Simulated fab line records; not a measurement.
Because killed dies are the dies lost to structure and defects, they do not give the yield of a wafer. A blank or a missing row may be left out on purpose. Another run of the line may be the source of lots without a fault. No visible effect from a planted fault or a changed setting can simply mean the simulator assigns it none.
Which tool was responsible?	flow berkeley-cmos170	14 lots, 42 wafers sampled, at 3 steps of a route of 331

WHAT THE GAUGES SHOWED, per wafer
UCB170_M3_RS_MEAS_02: a four-point-probe measurement.
lot	measured	on	M3_AL_RS (ohm/sq)
L698	day 9 00:24	film-metro-01	0.0323 0.0323 0.0322
L699	day 9 01:52	film-metro-04	0.0331 0.0329 0.0325
L700	day 9 02:17	film-metro-01	0.0321 0.0327 0.0321
L702	day 10 00:05	film-metro-01	0.0326 0.0321 0.0326
L706	day 11 11:34	film-metro-04	0.0324 0.0322 0.0319
L705	day 11 11:49	film-metro-03	- - -
L707	day 11 15:41	film-metro-01	- - -
L711	day 12 09:37	film-metro-03	0.0322 0.0321 0.0317
L715	day 13 10:20	film-metro-03	0.0322 0.0326 0.0321
L716	day 13 12:19	film-metro-04	0.0315 0.0319 0.0321
L718	day 13 20:38	film-metro-01	0.0325 0.0319 0.0322
L721	day 14 05:55	film-metro-01	0.0319 0.0326 0.0323
L720	day 14 08:19	film-metro-01	0.0321 0.0319 0.0330
L719	day 14 10:37	film-metro-03	0.0327 0.0327 0.0324

UCB170_M3_THK_MEAS_03: measures by xrf.
lot	measured	on	M3_AL_THK (nm)
L698	day 9 00:31	film-metro-01	893 892 894
L699	day 9 01:59	film-metro-04	863 874 878
L700	day 9 02:24	film-metro-01	903 883 892
L702	day 10 00:12	film-metro-01	872 890 872
L706	day 11 11:41	film-metro-04	885 889 885
L705	day 11 11:55	film-metro-03	<0 <0 <0
L707	day 11 15:47	film-metro-01	<0 <0 <0
L711	day 12 09:42	film-metro-03	895 896 905
L715	day 13 10:26	film-metro-03	897 885 900
L716	day 13 12:26	film-metro-04	912 898 894
L718	day 13 20:45	film-metro-01	883 898 890
L721	day 14 06:02	film-metro-01	899 879 887
L720	day 14 08:25	film-metro-01	898 895 871
L719	day 14 10:44	film-metro-03	880 882 889

TOOL THAT RAN EACH LOT (tool first, then ch and the chambers of the sampled wafers, then the start)
lot	UCB170_M3_SPUTTER_01
L698	pvd-sputter-02, day 9 00:19
L699	pvd-sputter-03, day 9 01:47
L700	pvd-sputter-02, day 9 02:12
L702	pvd-sputter-04, day 9 23:59
L706	pvd-sputter-02, day 11 11:29
L705	pvd-sputter-04, day 11 11:42
L707	pvd-sputter-04, day 11 15:33
L711	pvd-sputter-04, day 12 09:28
L715	pvd-sputter-04, day 13 10:14
L716	pvd-sputter-03, day 13 12:14
L718	pvd-sputter-04, day 13 20:32
L721	pvd-sputter-04, day 14 05:50
L720	pvd-sputter-03, day 14 08:11
L719	pvd-sputter-04, day 14 10:32
- UCB170_M3_SPUTTER_01: material Al, target thk 900 nm, time 120 s.

AS READ BY THE TOOLS THEMSELVES (means over the sampled wafers that have a number; for cases with no such wafer, the mark the record gives instead)
UCB170_M3_SPUTTER_01.
lot	tool	cathode-dc-power-W (W)	chamber-pressure-pa (Pa)	throttle-valve-pct (%)
L698	pvd-sputter-02	5999.9	0.5007	30.6
L699	pvd-sputter-03	5999.8	0.5002	29.4
L700	pvd-sputter-02	6000.0	0.4997	30.6
L702	pvd-sputter-04	6001.1	0.4999	30.7
L706	pvd-sputter-02	5999.4	0.4993	31.0
L705	pvd-sputter-04	-	-	-
L707	pvd-sputter-04	-	-	-
L711	pvd-sputter-04	5999.1	0.4992	29.6
L715	pvd-sputter-04	5999.6	0.4998	29.6
L716	pvd-sputter-03	5999.0	0.4999	30.2
L718	pvd-sputter-04	6001.0	0.5001	29.8
L721	pvd-sputter-04	5999.7	0.4992	29.7
L720	pvd-sputter-03	6000.8	0.4987	29.6
L719	pvd-sputter-04	6000.4	0.4996	29.7

THE ANSWER, worked out from the rows above alone
Rule: the usual values come from the lots themselves. Put in order of their means at a reading, lots are off if they are a third of the lots or fewer, leave a main group of 4 or more, and stand apart from it by a gap of 3 or more times the standard deviation of the main group's means; of several such gaps the widest counts. A main group is skipped when, at the precision printed for the reading in the tables above, its means are all equal. A lot without any number at a reading at which 4 lots or more have one is off too. All remaining lots with rows at the step are treated as sound. First the gauges in route order, then the tools' own readings, where a lot's mean is used as printed above. The first step at which some lot is off is used, and at that step the reading that is off furthest; a lot without a number counts as furthest.
Off: at UCB170_M3_RS_MEAS_02 (M3_AL_RS), L705, L707. Without a number there: L705, L707. For the main group the mean is 0.0323 ohm/sq and the standard deviation 0.00025.
A tool fits if, at a process step before that reading, it ran every lot that is off, and no sound lot after the first of them. The gauges at UCB170_M3_RS_MEAS_02 aren't tried: what is off there is off at UCB170_M3_SPUTTER_01 too, on other tools, and a gauge's error can't cause that. None of those tried fits.

WHAT THE SIMULATOR HAD PUT IN
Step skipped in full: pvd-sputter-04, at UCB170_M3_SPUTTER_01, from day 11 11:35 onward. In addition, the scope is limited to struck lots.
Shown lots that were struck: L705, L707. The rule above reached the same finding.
